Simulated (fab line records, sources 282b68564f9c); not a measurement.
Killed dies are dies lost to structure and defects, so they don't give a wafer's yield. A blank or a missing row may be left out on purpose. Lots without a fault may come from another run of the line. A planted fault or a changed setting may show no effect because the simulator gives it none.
fab line records | flow rit_cmos
record lots=13 wafers=39 last_day=6
route steps=202 shown NSD@141 SILICIDE@162
lots that met no fault: from a run of the same line without faults
start_h: hours from the record's first day to the start of the lot's first wafer shown | wait_h: hours since the lot's step before | " the same as in the row above | L1.1+2: a row that stands for several wafers | - no value, or no start given | * or withheld: withheld | < > ~ a bound
route shown NAME@n: a module of which the file shows steps, and the number in the route of the first | usual: mean/standard deviation of fault-free wafers | same: alike in all rows | chamber/n: place in a boat | sites: the reading at each site | _std_site: their standard deviation | _edge_site: outer sites' mean less inner sites' | radius_mm: how far each site lies from the wafer's centre | mask NAME#n: copy n | behind: the tool/chamber that last shaped the wafer | hold: why the lot was held/for how many hours/how that ended | device: the transistor (n, p or np) that didn't switch | end of line: the same wafers' tests at the end of the route | a step without rows: its recipe alone | killed: dies lost to structure and defects at the first sort, not the wafer's yield | map: a wafer's dies, x killed, . not, _ none there
set.NAME: the setting as run; set.NAME@STEP: as run at that earlier step | model.NAME: the simulator's own value behind a step, which no gauge read
steps of the route over a sample of lots; a table a step, a row a wafer
services: from which hour (start_h, from the record's first day; less than 0 if before it) a tool's chamber was out of use, for how many hours, and why
## steps
# step RIT_NSD_TW_MEAS_10
# usual NSD_TW=3141/31
# columns lot.wafer tool chamber start_h wait_h NSD_TW
L223.2 film_metro-02 - 57.99 0.1 3192
L223.5 " - " " 3170
L223.6 " - " " 3163
L224.2 film_metro-03 - 67.01 0.1 3136
L224.3 " - " " 3151
L224.6 " - " " 3155
L228.1 film_metro-04 - 79.74 0.1 3076
L228.3 " - " " 3099
L228.5 " - " " 3093
L229.1 film_metro-04 - 87.58 0.1 3116
L229.3 " - " " 3086
L229.4 " - " " 3080
L230.1 film_metro-03 - 93.62 0.1 3168
L230.5 " - " " 3137
L230.6 " - " " 3118
L231.1 film_metro-03 - 97.81 0.1 3142
L231.4 " - " " 3137
L231.6 " - " " 3157
L232.1 film_metro-02 - 102.02 0.1 3140
L232.2 " - " " 3146
L232.6 " - " " 3147
L234.1 film_metro-04 - 112.19 0.1 3079
L234.5 " - " " 3069
L234.6 " - " " 3090
L235.3 film_metro-03 - 113.30 0.1 3137
L235.4 " - " " 3147
L235.5 " - " " 3142
L236.2 film_metro-02 - 117.43 0.1 3137
L236.4 " - " " 3134
L236.5 " - " " 3147
L237.1 film_metro-02 - 124.68 0.1 3155
L237.2 " - " " 3176
L237.5 " - " " 3168
L238.1 film_metro-03 - 132.33 0.1 3150
L238.4 " - " " 3164
L238.5 " - " " 3163
L239.1 film_metro-03 - 135.11 0.1 3172
L239.3 " - " " 3148
L239.4 " - " " 3156
# step RIT_SILICIDE_SPUTTER_01
# recipe material=Ti target_thk_nm=30 power_w=350 chamber_pressure_pa=0.667 gas=Ar time_s=240 substrate_temp_c=25
# usual cathode_dc_power_W=350.00/0.064 throttle_valve_pct=30.1/1.1
# columns lot.wafer tool chamber start_h wait_h cathode_dc_power_W throttle_valve_pct
L223.2 pvd_sputter-03 - 60.84 0.0 349.95 30.6
L223.5 " - " " 349.95 30.2
L223.6 " - " " 350.05 29.7
L224.2 pvd_sputter-01 - 69.75 0.0 349.89 30.5
L224.3 " - " " 350.03 29.1
L224.6 " - " " 350.01 29.2
L228.1 pvd_sputter-01 - 82.31 0.0 349.91 29.7
L228.3 " - " " 350.05 29.6
L228.5 " - " " 350.15 30.7
L229.1 pvd_sputter-03 - 90.05 0.0 350.07 29.2
L229.3 " - " " 350.06 30.3
L229.4 " - " " 349.97 29.7
L230.1 pvd_sputter-02 - 96.21 0.0 349.99 27.1
L230.5 " - " " 350.17 27.6
L230.6 " - " " 350.09 30.9
L231.1 pvd_sputter-03 - 100.34 0.0 349.98 30.0
L231.4 " - " " 349.99 29.6
L231.6 " - " " 349.92 30.6
L232.1 pvd_sputter-02 - 104.65 0.0 350.03 27.5
L232.2 " - " " 349.99 30.6
L232.6 " - " " 349.96 30.4
L234.1 pvd_sputter-02 - 114.78 0.0 350.07 30.7
L234.5 " - " " 349.98 31.9
L234.6 " - " " 349.99 30.7
L235.3 pvd_sputter-03 - 115.82 0.0 350.00 30.9
L235.4 " - " " 349.95 29.2
L235.5 " - " " 350.10 30.5
L236.2 pvd_sputter-02 - 119.96 0.0 350.06 31.9
L236.4 " - " " 350.01 30.6
L236.5 " - " " 349.96 27.4
L237.1 pvd_sputter-03 - 127.26 0.0 350.14 30.2
L237.2 " - " " 349.86 29.3
L237.5 " - " " 350.05 30.0
L238.1 pvd_sputter-02 - 134.78 0.0 349.85 32.0
L238.4 " - " " 350.00 30.7
L238.5 " - " " 350.03 32.2
L239.1 pvd_sputter-03 - 137.78 0.0 349.94 29.2
L239.3 " - " " 350.14 30.8
L239.4 " - " " 350.07 30.4
# step RIT_SILICIDE_RS_MEAS_02
# recipe thk_meas_gauge=four-point-probe reads=Ti_of_SILICIDE_SPUTTER_01
# usual SILICIDE_TI_RS=47.9/0.77
# columns lot.wafer tool chamber start_h wait_h SILICIDE_TI_RS[ohm/sq]
L223.2 film_metro-02 - 61.01 0.1 48.3
L223.5 " - " " 47.9
L223.6 " - " " 46.8
L224.2 film_metro-03 - 69.92 0.1 48.6
L224.3 " - " " 48.9
L224.6 " - " " 48.9
L228.1 film_metro-03 - 82.46 0.1 49.0
L228.3 " - " " 48.9
L228.5 " - " " 48.7
L229.1 film_metro-01 - 90.20 0.1 47.9
L229.3 " - " " 49.2
L229.4 " - " " 47.6
L230.1 film_metro-03 - 96.36 0.1 48.1
L230.5 " - " " 48.2
L230.6 " - " " 47.8
L231.1 film_metro-03 - 100.49 0.1 47.8
L231.4 " - " " 47.8
L231.6 " - " " 48.8
L232.1 film_metro-01 - 104.80 0.1 49.1
L232.2 " - " " 48.8
L232.6 " - " " 49.6
L234.1 film_metro-02 - 114.93 0.1 47.3
L234.5 " - " " 46.9
L234.6 " - " " 47.0
L235.3 film_metro-01 - 116.01 0.1 48.0
L235.4 " - " " 48.0
L235.5 " - " " 48.7
L236.2 film_metro-01 - 120.13 0.1 46.7
L236.4 " - " " 47.9
L236.5 " - " " 47.3
L237.1 film_metro-03 - 127.41 0.1 48.4
L237.2 " - " " 48.0
L237.5 " - " " 47.1
L238.1 film_metro-02 - 134.93 0.1 51.9
L238.4 " - " " 46.3
L238.5 " - " " 51.6
L239.1 film_metro-01 - 137.93 0.1 48.0
L239.3 " - " " 48.8
L239.4 " - " " 48.8
# step RIT_SILICIDE_THK_MEAS_03
# recipe thk_meas_gauge=xrf reads=Ti_of_SILICIDE_SPUTTER_01
# usual SILICIDE_TI_THK=29.9/0.39
# columns lot.wafer tool chamber start_h wait_h SILICIDE_TI_THK[nm]
L223.2 film_metro-02 - 61.12 0.1 29.8
L223.5 " - " " 29.8
L223.6 " - " " 30.5
L224.2 film_metro-03 - 70.03 0.1 29.6
L224.3 " - " " 29.5
L224.6 " - " " 29.5
L228.1 film_metro-03 - 82.58 0.1 29.5
L228.3 " - " " 29.5
L228.5 " - " " 29.7
L229.1 film_metro-01 - 90.32 0.1 30.0
L229.3 " - " " 29.4
L229.4 " - " " 30.2
L230.1 film_metro-03 - 96.48 0.1 30.0
L230.5 " - " " 29.9
L230.6 " - " " 30.0
L231.1 film_metro-03 - 100.61 0.1 30.0
L231.4 " - " " 30.0
L231.6 " - " " 29.5
L232.1 film_metro-01 - 104.92 0.1 29.3
L232.2 " - " " 29.3
L232.6 " - " " 29.2
L234.1 film_metro-02 - 115.05 0.1 30.2
L234.5 " - " " 30.3
L234.6 " - " " 30.2
L235.3 film_metro-01 - 116.11 0.1 29.8
L235.4 " - " " 29.8
L235.5 " - " " 29.4
L236.2 film_metro-01 - 120.24 0.1 30.7
L236.4 " - " " 30.0
L236.5 " - " " 30.2
L237.1 film_metro-03 - 127.53 0.1 29.8
L237.2 " - " " 30.1
L237.5 " - " " 30.2
L238.1 film_metro-02 - 135.05 0.1 28.1
L238.4 " - " " 30.9
L238.5 " - " " 28.3
L239.1 film_metro-01 - 138.05 0.1 30.0
L239.3 " - " " 29.5
L239.4 " - " " 29.5
## services
# columns tool chamber start_h hours kind
pvd_sputter-02 - 55.32 1.1 repair
pvd_sputter-03 - 67.15 2.3 repair
pvd_sputter-01 - 72.13 2.8 repair
pvd_sputter-02 - 74.57 2.5 repair
## key
first_sign step=RIT_SILICIDE_RS_MEAS_02 reading=SILICIDE_TI_RS direction=up sigmas=5 usual=47.9 struck=51.7
effect step=RIT_SILICIDE_THK_MEAS_03 reading=SILICIDE_TI_THK direction=down sigmas=4.4 usual=29.9 struck=28.2
met_at RIT_SILICIDE_SPUTTER_01
struck_lots L238
struck_wafers L238.1,L238.5
tester_left_out L238
not_acting_at RIT_NSD_TW_MEAS_10
onset_between 119.96 134.78
fault kind=process_parameter_drift tool=pvd_sputter-02 chamber=- onset_h=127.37 steps=RIT_SILICIDE_SPUTTER_01 channel=target_thk_nm offset=-2.9222 shape=step end_h=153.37 acts_in=these_recipes_only stated=30 scope=struck_wafers_only
# tester_left_out: of these lots the tester's yield and bins aren't shown, on N5 and GAA mostly nor the transistor test; their killed dies are dies lost to structure and defects alone, not to doping, threshold or leakage, so they don't give the yield
